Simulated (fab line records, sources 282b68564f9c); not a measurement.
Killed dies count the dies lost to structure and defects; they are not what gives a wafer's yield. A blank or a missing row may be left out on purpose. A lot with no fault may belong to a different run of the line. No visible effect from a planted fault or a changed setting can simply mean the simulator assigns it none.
A lot that was struck, set against a sound lot || flow rit cmos || 16 out of 202 route steps
Sound: these wafers, L978.1, L978.4, L978.5. Wafers struck: L985.4, L985.5, L985.6. The cause is given at the end.
Each step with rows lists, per side, the tool, then ch with its chambers, then its first start. Under that, the readings that differ: sound wafers || struck wafers || difference of the means || sigmas: that difference in standard deviations of wafers without a fault.
alike: readings whose means differ by less than 2 such deviations, and words and numbers that are the same on both sides. not compared: withheld readings, readings that some wafer has no value for, bounds like >300 that may hide the same value, and numbers for which the record gives no deviation and whose values overlap.
The two part at a step that has a row with sigmas, a row that says differs or no value, or rows on one side only. Non-overlapping numbers with no deviation appear without sigmas and do not part them. A reading that every wafer of one side lacks parts them only if that side has two wafers or more.

first, 1 step without rows for these wafers: RIT_PSD_IMPLANT_08.
RIT_PSD_STRIP_09: strips in O2, time 180 s.
  sound on plasma asher-03 ch 0,1, day 4 14:23; struck on plasma asher-04 ch 0,1, day 6 00:11
  alike: drypump motor current A, rf refl power W
  not compared: rf hours counter h
RIT_PSD_TW_MEAS_10:
  struck on film metro-02, day 6 00:20; sound on film metro-03, day 4 14:33
  alike: PSD_TW
then, 3 steps without rows for these wafers: RIT_SDANNEAL_CLEAN_00 (cleans in SC1, time 600 s); RIT_SDANNEAL_CLEAN_01 (cleans in dHF, time 30 s); RIT_SDANNEAL_CLEAN_02 (cleans in SC2, time 600 s).
RIT_SDANNEAL_RTA_03: time 5 s.
  sound on rtp anneal-02 ch 0, day 4 14:59; struck on rtp anneal-02 ch 0, day 6 00:46
  alike: wafer_temp_C_max
RIT_SDANNEAL_RS_MEAS_04: the measuring method here is four-point-probe.
  struck on film metro-03, day 6 00:51; sound on film metro-02, day 4 15:02
  alike: PSD_RS
RIT_SDANNEAL_RS_MEAS_05: the measuring method here is four-point-probe.
  struck on film metro-03, day 6 00:58; sound on film metro-02, day 4 15:10
  alike: NSD_RS
RIT_SDANNEAL_RS_MEAS_06: the measuring method here is four-point-probe.
  struck on film metro-03, day 6 01:05; sound on film metro-02, day 4 15:17
{"reading": "PLDD_RS (ohm/sq)", "sound": "178.0 177.9 178.0", "struck": "178.7 178.9 178.9", "difference": "+0.9", "sigmas": "+2"}
RIT_SDANNEAL_RS_MEAS_07: the measuring method here is four-point-probe.
  struck on film metro-03, day 6 01:13; sound on film metro-02, day 4 15:24
  alike: NLDD_RS
then, 1 step without rows for these wafers: RIT_SILICIDE_WET_ETCH_00 (etches SiO2 in BOE, target depth 14 nm, time 15 s).
RIT_SILICIDE_SPUTTER_01: material Ti, target thk 30 nm, time 240 s.
  struck on pvd sputter-04, day 6 01:17; sound on pvd sputter-02, day 4 15:32
  no value came back on the struck wafers for cathode dc power W (W), chamber pressure pa (Pa), substrate temp c (C), throttle valve pct (%); on the sound wafers cathode dc power W (W) reads 349.98 349.99 349.99
RIT_SILICIDE_RS_MEAS_02: the measuring method here is four-point-probe.
  struck on film metro-04, day 6 01:29; sound on film metro-04, day 4 15:41
{"reading": "SILICIDE_TI_RS (ohm/sq)", "sound": "49.6 48.5 49.2", "struck": "- - -", "difference": "no value on the struck wafers", "sigmas": ""}
RIT_SILICIDE_THK_MEAS_03: measures by xrf.
  struck on film metro-04, day 6 01:35; sound on film metro-04, day 4 15:48
{"reading": "SILICIDE_TI_THK (nm)", "sound": "28.8 29.2 29.1", "struck": "<0.0 <0.0 <0.0", "difference": "differs", "sigmas": ""}
RIT_SILICIDE_RTA_04: time 10 s, ramp up 5 s, ramp down 5 s.
  sound on rtp anneal-01 ch 0, day 4 15:52; struck on rtp anneal-02 ch 0, day 6 01:38
  alike: wafer_temp_C_max

## WHERE THEY PART
Last at RIT_SILICIDE_THK_MEAS_03 as far as this record goes, first at RIT_SDANNEAL_RS_MEAS_06. Later steps at which nothing parts them and some readings are alike: RIT_SILICIDE_RTA_04.

WHY: whatever the simulator had introduced
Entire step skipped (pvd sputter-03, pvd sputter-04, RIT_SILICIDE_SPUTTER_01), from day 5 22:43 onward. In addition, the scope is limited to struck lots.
